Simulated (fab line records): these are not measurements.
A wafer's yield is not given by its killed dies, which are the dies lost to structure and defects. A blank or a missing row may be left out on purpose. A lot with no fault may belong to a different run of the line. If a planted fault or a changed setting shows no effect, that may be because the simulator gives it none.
Lot-split experiment -- flow berkeleyCmos170 -- on a route of 331 steps: 5 lots, 23 wafers read

== THE SPLIT ITSELF ==
At UCB170_FIELD_OXIDATION_01 (target thk 558.3 nm, ox time 7200 s), the setting tempC was moved away from the recipe's 1000 C on 10 of the 23 wafers read, by -2.1% to +2.1%. The other wafers ran this setting at the recipe's value.

== FROM THE SPLIT TO THE READING: what the file shows between them, 9 steps ==
- UCB170_FIELD_THK_MEAS_02
- UCB170_FIELD_ANNEAL_03: time 1200 s
- UCB170_FIELD_WET_ETCH_04: etches SiO2 in dHF, time 60 s
- UCB170_FIELD_WET_ETCH_05: etches Si3N4 in H3PO4, time 12600 s
- UCB170_FIELD_WET_ETCH_06: etches SiO2 in BOE, time 22 s
- UCB170_FIELD_THK_MEAS_90
- UCB170_PVT_IMPLANT_07 (also split here: energyKev)
- UCB170_PVT_STRIP_08: strips in O2
- UCB170_GATE_WET_ETCH_00: etches SiO2 in dHF, time 200 s

== THE READING ==
FIELD_OXIDE_LEFT_2_THK in nanometres, read at UCB170_FIELD_THK_MEAS_91. A value of 361 nm with a standard deviation of 12 nm is what fault-free wafers of this fab line usually give.

wafer,"tool, chamber at the split","tempC as run, C",against the recipe,"FIELD_OXIDE_LEFT_2_THK, nm",against lot-mates on the recipe
L077.1,"-, -",1021,+2.1%,456,no lot-mate on the recipe
L077.2,"-, -",1021,+2.1%,456,no lot-mate on the recipe
L077.3,"-, -",1021,+2.1%,457,no lot-mate on the recipe
L077.5,"-, -",1021,+2.1%,450,no lot-mate on the recipe
L077.6,"-, -",1021,+2.1%,453,no lot-mate on the recipe
L078.1,"furnace-04, 0",1000,recipe,371,-
L078.4,"furnace-04, 0",1000,recipe,353,-
L078.5,"furnace-04, 0",1000,recipe,368,-
L082.1,"-, -",1000,recipe,357,-
L082.2,"-, -",1000,recipe,362,-
L082.3,"-, -",1000,recipe,368,-
L082.5,"-, -",1000,recipe,360,-
L082.6,"-, -",1000,recipe,365,-
L081.1,"-, -",978.9,-2.1%,290,no lot-mate on the recipe
L081.2,"-, -",978.9,-2.1%,291,no lot-mate on the recipe
L081.3,"-, -",978.9,-2.1%,294,no lot-mate on the recipe
L081.4,"-, -",978.9,-2.1%,291,no lot-mate on the recipe
L081.6,"-, -",978.9,-2.1%,304,no lot-mate on the recipe
L085.1,"-, -",1000,recipe,349,-
L085.2,"-, -",1000,recipe,348,-
L085.3,"-, -",1000,recipe,352,-
L085.4,"-, -",1000,recipe,349,-
L085.5,"-, -",1000,recipe,344,-

FIT RESULTS
A straight line over all 23 wafers: FIELD_OXIDE_LEFT_2_THK changes by +38.1 nm for each +1% of tempC; r = +0.98; the points scatter about the line by 11 nm.
Too few moved wafers have a lot-mate on the recipe to fit a line with each lot's own level taken away.

== THE WHOLE CHAIN: every reading that the file lists as answering this split, in the file's order ==
step,what it does,reading,change (the file's fit),r (the file's)
UCB170_FIELD_OXIDATION_01,"target thk 558.3 nm, ox time 7200 s","SiO2_of_FIELD_OXIDATION_01.thkNm (the simulator's own value, which no gauge read)",+38.4 nm for each +1% of the setting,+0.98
UCB170_FIELD_THK_MEAS_02,,FIELD_OXIDE_THK,+38.4 for each +1% of the setting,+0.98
UCB170_FIELD_THK_MEAS_90,,FIELD_OXIDE_LEFT_1_THK,+38.2 for each +1% of the setting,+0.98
UCB170_FIELD_THK_MEAS_91,,FIELD_OXIDE_LEFT_2_THK,+38 for each +1% of the setting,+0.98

== FILE'S OWN FIT ==
FIELD_OXIDE_LEFT_2_THK changes by +38 nm for each +1% of tempC, r = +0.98.
